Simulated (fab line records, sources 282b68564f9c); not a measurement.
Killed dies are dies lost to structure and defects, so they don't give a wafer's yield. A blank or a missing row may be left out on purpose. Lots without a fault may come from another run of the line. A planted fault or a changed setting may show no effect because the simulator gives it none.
One fault seen from 2 desks | flow rit_cmos | each desk has only its own numbers; what lay behind them comes last

THE TOOL OWNER'S DESK: rtp_anneal-01
The tool's own readings at RIT_SDANNEAL_RTA_03 (time 5 s): means of the sampled wafers that have a number, for each lot that ran on this tool. A lot is out of limits, marked OUT, if its mean lies more than 4 standard deviations from the usual mean; the brackets give that distance.
Columns: A = wafer_temp_C_max at RIT_SDANNEAL_RTA_03, usual 1053.7
lot  | first seen here | A
L609 | day 3 03:37     | 1053.4
L611 | day 3 16:30     | 1054.6
L613 | day 4 01:36     | 1053.4
L615 | day 4 09:13     | 1053.5
L617 | day 4 22:55     | 1054.3
L621 | day 5 20:02     | 1053.8
L623 | day 5 23:59     | 1054.2
This desk's finding: nothing out of limits on any of the 7 lots.

THE METROLOGY DESK
What the gauges read, lot by lot, whatever tool the lot ran on: means of the sampled wafers that have a number. A lot is out of limits, marked OUT, if its mean lies more than 4 standard deviations from the usual mean; the brackets give that distance.
Columns: A = PSD_RS at RIT_SDANNEAL_RS_MEAS_04, usual 115.68 ohm/sq; B = PLDD_RS at RIT_SDANNEAL_RS_MEAS_06, usual 178.6 ohm/sq
lot  | first seen here | A                | B
L609 | day 3 03:40     | 116.11           | 178.9
L610 | day 3 12:18     | 115.98           | 179.1
L611 | day 3 16:34     | 115.22           | 178.7
L612 | day 3 21:06     | 115.58           | 178.5
L613 | day 4 01:40     | 115.72           | 178.6
L614 | day 4 08:43     | 115.37           | 178.1
L615 | day 4 09:16     | 115.55           | 178.5
L616 | day 4 13:59     | 115.39           | 178.5
L617 | day 4 22:59     | 115.78           | 178.3
L621 | day 5 20:08     | 127.61 (+43) OUT | 191.1 (+28) OUT
L622 | day 5 20:28     | 115.76           | 178.8
L623 | day 6 00:02     | 127.25 (+41) OUT | 190.1 (+26) OUT
L626 | day 6 19:05     | 116.02           | 179.2
L632 | day 8 01:55     | 116.14           | 178.8
This desk's finding: out of limits on L621, L623; first on L621, day 5 20:08 (PSD_RS at RIT_SDANNEAL_RS_MEAS_04). In limits: L609, L610, L611, L612, L613, L614, L615, L616, L617, L622, L626, L632.

PUT TOGETHER
The metrology desk could have raised an alarm at day 5 20:08, on L621, L623.
The tool owner's desk saw nothing out of limits.
The tool owner's desk has L621, L623 on record, within its limits.
Of the lots named, all ran RIT_SDANNEAL_RTA_03 on rtp_anneal-01.

WHAT THE SIMULATOR HAD PUT IN
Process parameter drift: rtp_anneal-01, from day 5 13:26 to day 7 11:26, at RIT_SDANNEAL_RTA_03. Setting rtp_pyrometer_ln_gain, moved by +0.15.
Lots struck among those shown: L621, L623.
Hours from the fault's start to each desk's first reading out of limits: the metrology desk, 7.
